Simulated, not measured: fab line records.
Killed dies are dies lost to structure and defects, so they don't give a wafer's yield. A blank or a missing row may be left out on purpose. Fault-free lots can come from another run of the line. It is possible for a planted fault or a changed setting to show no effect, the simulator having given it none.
Which tool is to blame? ; flow berkeley-cmos170 ; 14 lots, 42 wafers sampled, at 4 steps of a route of 331

== WHAT EACH GAUGE READ, for each wafer ==
UCB170_PSD_TW_MEAS_10.
lot;measured;on;PSD_TW
L780;day 6 14:17;film-metro-02;2324 2321 2317
L782;day 6 22:58;film-metro-02;2327 2325 2338
L781;day 6 23:13;film-metro-03;2290 2285 2289
L784;day 7 06:07;film-metro-03;2289 2296 2293
L783;day 7 06:26;film-metro-02;2315 2327 2318
L786;day 7 20:21;film-metro-02;2337 2329 2321
L789;day 8 07:43;film-metro-01;2308 2311 2307
L788;day 8 08:06;film-metro-01;2312 2310 2306
L787;day 8 07:50;film-metro-02;2310 2334 2319
L798;day 10 05:47;film-metro-03;2277 2283 2285
L800;day 10 21:04;film-metro-03;2288 2275 2286
L801;day 10 21:22;film-metro-03;2280 2293 2287
L803;day 11 07:59;film-metro-03;2280 2285 2287
L802;day 11 08:14;film-metro-01;2321 2318 2331

UCB170_SILICIDE_RS_MEAS_02: measurement is done with a four-point probe.
lot;measured;on;SILICIDE_TI_RS (ohm/sq)
L780;day 6 17:53;film-metro-04;27.23 27.09 26.93
L782;day 7 02:43;film-metro-04;27.47 27.45 27.21
L781;day 7 03:04;film-metro-03;27.62 27.07 27.18
L784;day 7 12:15;film-metro-04;27.52 27.30 27.00
L783;day 7 12:41;film-metro-04;27.15 27.18 27.08
L786;day 8 02:38;film-metro-04;27.28 27.03 27.01
L789;day 8 11:59;film-metro-04;26.52 26.62 26.35
L788;day 8 12:28;film-metro-01;27.12 26.80 27.16
L787;day 8 12:20;film-metro-04;27.22 27.10 27.10
L798;day 10 09:05;film-metro-01;27.25 27.14 27.35
L800;day 11 00:52;film-metro-04;27.29 27.26 26.92
L801;day 11 01:16;film-metro-04;26.94 26.41 26.60
L803;day 11 16:28;film-metro-01;26.87 27.15 27.00
L802;day 11 17:20;film-metro-03;26.89 26.92 26.89

== EACH LOT AND THE TOOL THAT RAN IT (in order: tool; ch and the chambers of the sampled wafers; start) ==
lot;UCB170_SPACER_CVD_00;UCB170_BACKSIDE_CLEAN_04
L780;pecvd-04 ch 0,1,2, day 6 06:26;wet-bench-01 ch 3, day 6 16:59
L782;pecvd-03 ch 0,2, day 6 16:59;wet-bench-01 ch 1, day 7 01:47
L781;pecvd-04 ch 0,2, day 6 17:20;wet-bench-01 ch 1, day 7 02:11
L784;pecvd-03 ch 0,2, day 7 00:05;wet-bench-01 ch 3, day 7 11:22
L783;pecvd-03 ch 0,1, day 7 01:04;wet-bench-01 ch 2, day 7 11:46
L786;pecvd-02 ch 0,1, day 7 14:13;wet-bench-03 ch 1, day 8 01:46
L789;pecvd-02 ch 0,1,2, day 8 02:01;wet-bench-01 ch 3, day 8 11:07
L788;pecvd-03 ch 0,1,2, day 8 02:44;wet-bench-01 ch 3, day 8 11:34
L787;pecvd-04 ch 0,2, day 8 03:12;wet-bench-01 ch 0, day 8 11:24
L798;pecvd-02 ch 0,1, day 9 23:13;wet-bench-01 ch 1, day 10 08:12
L800;pecvd-03 ch 1,2, day 10 15:47;wet-bench-02 ch 1, day 10 23:58
L801;pecvd-02 ch 0,1, day 10 16:27;wet-bench-01 ch 0, day 11 00:20
L803;pecvd-03 ch 0,1,2, day 11 00:04;wet-bench-01 ch 0, day 11 15:19
L802;pecvd-02 ch 0,1, day 11 00:16;wet-bench-01 ch 3, day 11 16:12
- UCB170_SPACER_CVD_00: deposits SiO2 from TEOS/O2, target thk 376 nm, time 47 s.
- UCB170_BACKSIDE_CLEAN_04: cleans in SPM, time 600 s.

== WHAT THE TOOLS THEMSELVES READ (means of the sampled wafers that have a number; where no wafer has one, the mark that the record gives instead) ==
UCB170_SPACER_CVD_00.
lot;tool;heater-power-w (W)
L780;pecvd-04;319
L782;pecvd-03;264
L781;pecvd-04;353
L784;pecvd-03;278
L783;pecvd-03;375
L786;pecvd-02;229
L789;pecvd-02;226
L788;pecvd-03;339
L787;pecvd-04;371
L798;pecvd-02;257
L800;pecvd-03;285
L801;pecvd-02;272
L803;pecvd-03;288
L802;pecvd-02;241

UCB170_BACKSIDE_CLEAN_04.
lot;tool;bath-guard-temp-C (C);bath-heat-duty-pct (%)
L780;wet-bench-01;120.7;14.2
L782;wet-bench-01;120.3;12.9
L781;wet-bench-01;120.3;13.1
L784;wet-bench-01;121.1;14.4
L783;wet-bench-01;120.5;13.1
L786;wet-bench-03;121.0;12.4
L789;wet-bench-01;120.7;14.0
L788;wet-bench-01;-;-
L787;wet-bench-01;-;-
L798;wet-bench-01;120.4;12.7
L800;wet-bench-02;119.5;14.6
L801;wet-bench-01;119.6;12.2
L803;wet-bench-01;119.4;12.4
L802;wet-bench-01;120.9;13.8

== THE ANSWER, worked out from the rows above alone ==
Rule: the lots themselves supply what counts as usual. The widest of any qualifying gaps counts: lots, ordered by their means at a reading, are off when they make up no more than a third of the lots, leave a main group of 4 or more, and stand apart from it by 3 or more times the standard deviation of that group's means. If all means in a main group match to the digits the tables above print for the reading, that group is not used. Also off: a lot with no number at a reading for which 4 or more lots have one. Any other lot the step has rows for is counted as sound. After the gauges, taken in route order, come the tools' own readings; for these a lot's mean is taken, as printed above. The first step at which some lot is off is used, and at that step the reading that is off furthest; a lot without a number counts as furthest.
Off: L788, L787 (UCB170_BACKSIDE_CLEAN_04, bath-guard-temp-C). Without a number there: L788, L787. For the main group the mean is 120.4 C and the standard deviation 0.56.
If a tool, at that step or one of the process steps before it, ran each lot that is off and ran no sound lot following the first of them, it fits. Of those tried, none fits.

== WHAT WAS PUT IN BY THE SIMULATOR ==
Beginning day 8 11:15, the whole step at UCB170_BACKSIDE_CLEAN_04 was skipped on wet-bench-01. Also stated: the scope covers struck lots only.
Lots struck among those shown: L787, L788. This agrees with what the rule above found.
